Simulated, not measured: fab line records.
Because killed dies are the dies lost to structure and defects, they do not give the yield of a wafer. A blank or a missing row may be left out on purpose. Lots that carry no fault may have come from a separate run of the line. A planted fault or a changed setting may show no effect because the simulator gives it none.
Which tool was responsible? | flow berkeley-cmos170 | 13 lots, 39 wafers sampled, at 3 steps of a route of 331

## WHAT THE GAUGES READ, wafer by wafer
UCB170_M2_CD_MEAS_15 targets a cd of 700 nm. Usual: cd-nm 699.6 nm, standard deviation 1.2.
lot  | measured     | on        | cd-nm (nm)        | flag
L688 | day 8 01:08  | cd-sem-02 | 701.2 700.0 700.6 |
L691 | day 9 04:13  | cd-sem-01 | 699.2 699.1 699.5 |
L692 | day 9 06:17  | cd-sem-01 | 699.4 700.6 698.3 |
L694 | day 10 02:52 | cd-sem-02 | 699.9 700.2 700.7 |
L696 | day 10 03:38 | cd-sem-02 | 697.0 696.9 697.2 |
L698 | day 10 12:41 | cd-sem-02 | 700.9 701.9 701.5 |
L700 | day 11 11:49 | cd-sem-01 | 697.6 697.0 699.1 |
L701 | day 11 11:18 | cd-sem-02 | 700.5 699.9 699.7 |
L702 | day 11 16:19 | cd-sem-02 | 700.6 699.5 698.9 |
L705 | day 11 14:48 | cd-sem-02 | 699.9 699.2 700.6 |
L707 | day 12 07:31 | cd-sem-01 | 700.0 699.5 699.1 |
L709 | day 12 15:39 | cd-sem-02 | 700.4 699.5 699.8 |
L710 | day 12 20:53 | cd-sem-01 | 699.1 699.5 699.4 |

UCB170_V2_BOW_MEAS_03. Usual: V2_BOW 36 um, standard deviation 6.3.
lot  | measured     | on            | V2_BOW (um) | flag
L688 | day 8 02:16  | film-metro-02 | 34 43 30    |
L691 | day 9 05:20  | film-metro-02 | 39 39 24    |
L692 | day 9 07:29  | film-metro-04 | 48 40 38    |
L694 | day 10 04:00 | film-metro-01 | 38 35 45    |
L696 | day 10 04:53 | film-metro-01 | 40 36 28    |
L698 | day 10 15:13 | film-metro-04 | 26 24 32    |
L700 | day 11 12:57 | film-metro-01 | 28 39 44    |
L701 | day 11 12:25 | film-metro-01 | 32 29 39    |
L702 | day 11 17:31 | film-metro-04 | 34 39 41    |
L705 | day 11 15:56 | film-metro-01 | 38 38 38    |
L707 | day 12 08:50 | film-metro-02 | 27 34 41    |
L709 | day 12 16:46 | film-metro-02 | 32 38 42    |
L710 | day 12 22:00 | film-metro-01 | 44 35 27    |

## EACH LOT AND THE TOOL THAT RAN IT (in order: tool; ch and the chambers of the sampled wafers; start)
lot  | UCB170_PWELL_CLEAN_01
L688 | wet-bench-01 ch 2, day 2 19:38
L691 | wet-bench-04 ch 2, day 3 16:47
L692 | wet-bench-01 ch 3, day 3 19:02
L694 | wet-bench-04 ch 1, day 4 10:07
L696 | wet-bench-04 ch 3, day 4 10:07
L698 | wet-bench-04 ch 0, day 4 22:46
L700 | wet-bench-01 ch 2, day 5 16:18
L701 | wet-bench-03 ch 3, day 5 17:49
L702 | wet-bench-03 ch 1, day 5 20:32
L705 | wet-bench-03 ch 3, day 6 04:20
L707 | wet-bench-03 ch 3, day 6 20:29
L709 | wet-bench-01 ch 3, day 7 07:27
L710 | wet-bench-01 ch 2, day 7 08:23
- UCB170_PWELL_CLEAN_01: cleans in dHF, time 60 s.

## AS READ BY THE TOOLS THEMSELVES (means over the sampled wafers that have a number; for cases with no such wafer, the mark the record gives instead)
The record holds no such reading with a usual standard deviation.

## THE ANSWER, worked out from the rows above alone
Rule: take the mean of a lot's wafers that have a number; if it is more than 3 standard deviations from the usual mean, the lot is off. A lot without any number at a reading at which 4 lots or more have one is off too. Where the step has rows for the other lots, those lots are counted as sound. After the gauges, taken in route order, come the tools' own readings; for these a lot's mean is taken, as printed above. The first step at which some lot is off is used, and at that step the reading that is off furthest; a lot without a number counts as furthest.
Across all readings shown, no lot is off: no conclusion can be drawn from this.

## WHAT THE SIMULATOR HAD PUT IN
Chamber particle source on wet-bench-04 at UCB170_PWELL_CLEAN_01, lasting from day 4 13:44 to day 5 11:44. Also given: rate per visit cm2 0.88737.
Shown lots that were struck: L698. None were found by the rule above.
